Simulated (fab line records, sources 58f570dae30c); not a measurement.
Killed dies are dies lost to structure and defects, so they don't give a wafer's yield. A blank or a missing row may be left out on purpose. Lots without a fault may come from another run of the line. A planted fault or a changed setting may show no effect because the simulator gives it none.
Which tool did it? | flow berkeley_cmos170 | 15 lots, 45 wafers sampled, at 2 steps of a route of 331

WHAT THE GAUGES READ, wafer by wafer
UCB170_V2_CD_MEAS_12: target cd 700 nm. Usual: cd_nm 700.1 nm, standard deviation 1.5.
lot  | measured     | on        | cd_nm (nm)        | flag
L910 | day 7 23:34  | cd_sem-02 | 700.4 700.9 700.7 |
L909 | day 7 23:41  | cd_sem-02 | 700.7 700.3 700.8 |
L912 | day 8 06:23  | cd_sem-02 | 701.4 699.6 700.5 |
L911 | day 8 06:35  | cd_sem-01 | 700.2 701.5 700.7 |
L915 | day 9 08:46  | cd_sem-02 | 701.0 703.5 702.8 |
L914 | day 9 10:02  | cd_sem-02 | 698.5 698.7 698.7 |
L913 | day 9 10:22  | cd_sem-02 | 699.4 699.8 699.1 |
L918 | day 9 10:29  | cd_sem-02 | 701.8 701.4 700.3 |
L919 | day 9 21:23  | cd_sem-01 | 717.0 714.0 715.0 | OFF
L920 | day 9 21:40  | cd_sem-02 | 700.9 700.2 700.8 |
L921 | day 10 18:15 | cd_sem-01 | 712.4 713.1 712.1 | OFF
L922 | day 10 18:32 | cd_sem-02 | 698.2 698.7 698.9 |
L929 | day 11 16:29 | cd_sem-01 | 699.6 699.9 700.2 |
L927 | day 11 19:01 | cd_sem-01 | 709.7 709.6 710.2 | OFF
L930 | day 12 06:47 | cd_sem-01 | 701.2 699.3 701.6 |

WHICH TOOL RAN EACH LOT (tool, then ch and the chambers of the sampled wafers, then the start)
lot  | UCB170_V2_EXPOSE_09
L910 | krf_scanner-02 ch 0, day 7 22:49
L909 | krf_scanner-01 ch 0, day 7 23:07
L912 | krf_scanner-01 ch 0, day 8 06:00
L911 | krf_scanner-02 ch 0, day 8 06:12
L915 | krf_scanner-01 ch 0, day 9 07:59
L914 | krf_scanner-02 ch 0, day 9 08:59
L913 | krf_scanner-01 ch 0, day 9 09:25
L918 | krf_scanner-01 ch 0, day 9 09:38
L919 | krf_scanner-01 ch 0, day 9 21:00
L920 | krf_scanner-02 ch 0, day 9 21:17
L921 | krf_scanner-01 ch 0, day 10 17:52
L922 | krf_scanner-02 ch 0, day 10 18:08
L929 | krf_scanner-02 ch 0, day 11 15:33
L927 | krf_scanner-01 ch 0, day 11 18:36
L930 | krf_scanner-02 ch 0, day 12 06:11
- UCB170_V2_EXPOSE_09: exposes mask VIA2, target cd 700 nm.

WHAT THE TOOLS THEMSELVES READ (means of the sampled wafers that have a number; where no wafer has one, the mark that the record gives instead)
UCB170_V2_EXPOSE_09. Usual: exposure_dose_mJ_cm2 36.99, standard deviation 0.041.
lot  | tool           | exposure_dose_mJ_cm2 | flag
L910 | krf_scanner-02 | 36.97                |
L909 | krf_scanner-01 | 36.98                |
L912 | krf_scanner-01 | 37.04                |
L911 | krf_scanner-02 | 36.98                |
L915 | krf_scanner-01 | 36.98                |
L914 | krf_scanner-02 | 36.99                |
L913 | krf_scanner-01 | 37.04                |
L918 | krf_scanner-01 | 37.01                |
L919 | krf_scanner-01 | 40.74                | OFF
L920 | krf_scanner-02 | 36.96                |
L921 | krf_scanner-01 | 39.98                | OFF
L922 | krf_scanner-02 | 36.94                |
L929 | krf_scanner-02 | 36.93                |
L927 | krf_scanner-01 | 39.38                | OFF
L930 | krf_scanner-02 | 36.96                |

THE ANSWER, worked out from the rows above alone
Rule: a lot is off if the mean of its wafers that have a number lies more than 3 standard deviations from the usual mean. A lot without any number at a reading at which 4 lots or more have one is off too. The other lots that the step has rows for count as sound. The gauges are gone through in route order, then the tools' own readings, and for those a lot's mean is taken as printed above. The first step at which some lot is off is used, and at that step the reading that is off furthest; a lot without a number counts as furthest.
Off: L919, L921, L927, at UCB170_V2_CD_MEAS_12 (cd_nm).
A tool fits if, at a process step before that reading, it ran every lot that is off, and no sound lot after the first of them. The gauges at UCB170_V2_CD_MEAS_12 aren't tried: what is off there is off at UCB170_V2_EXPOSE_09 too, on other tools, and a gauge's error can't cause that. One fits: krf_scanner-01 at UCB170_V2_EXPOSE_09. Its last sound lot is L918 (day 9 09:38), its first lot that is off L919 (day 9 21:00): a fault that began between those two fits.
The tool's own readings at UCB170_V2_EXPOSE_09 bear it out: on the lots that are off they differ by more than 5 times the standard deviation of the sound lots' means. exposure_dose_mJ_cm2 reads 40.03 there against 36.98 on the sound lots.

WHAT THE SIMULATOR HAD PUT IN
Process parameter drift: krf_scanner-01, from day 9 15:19 on, at UCB170_V2_EXPOSE_09. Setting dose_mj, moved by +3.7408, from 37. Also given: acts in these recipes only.
Lots struck among those shown: L919, L921, L927. The rule above found the same.
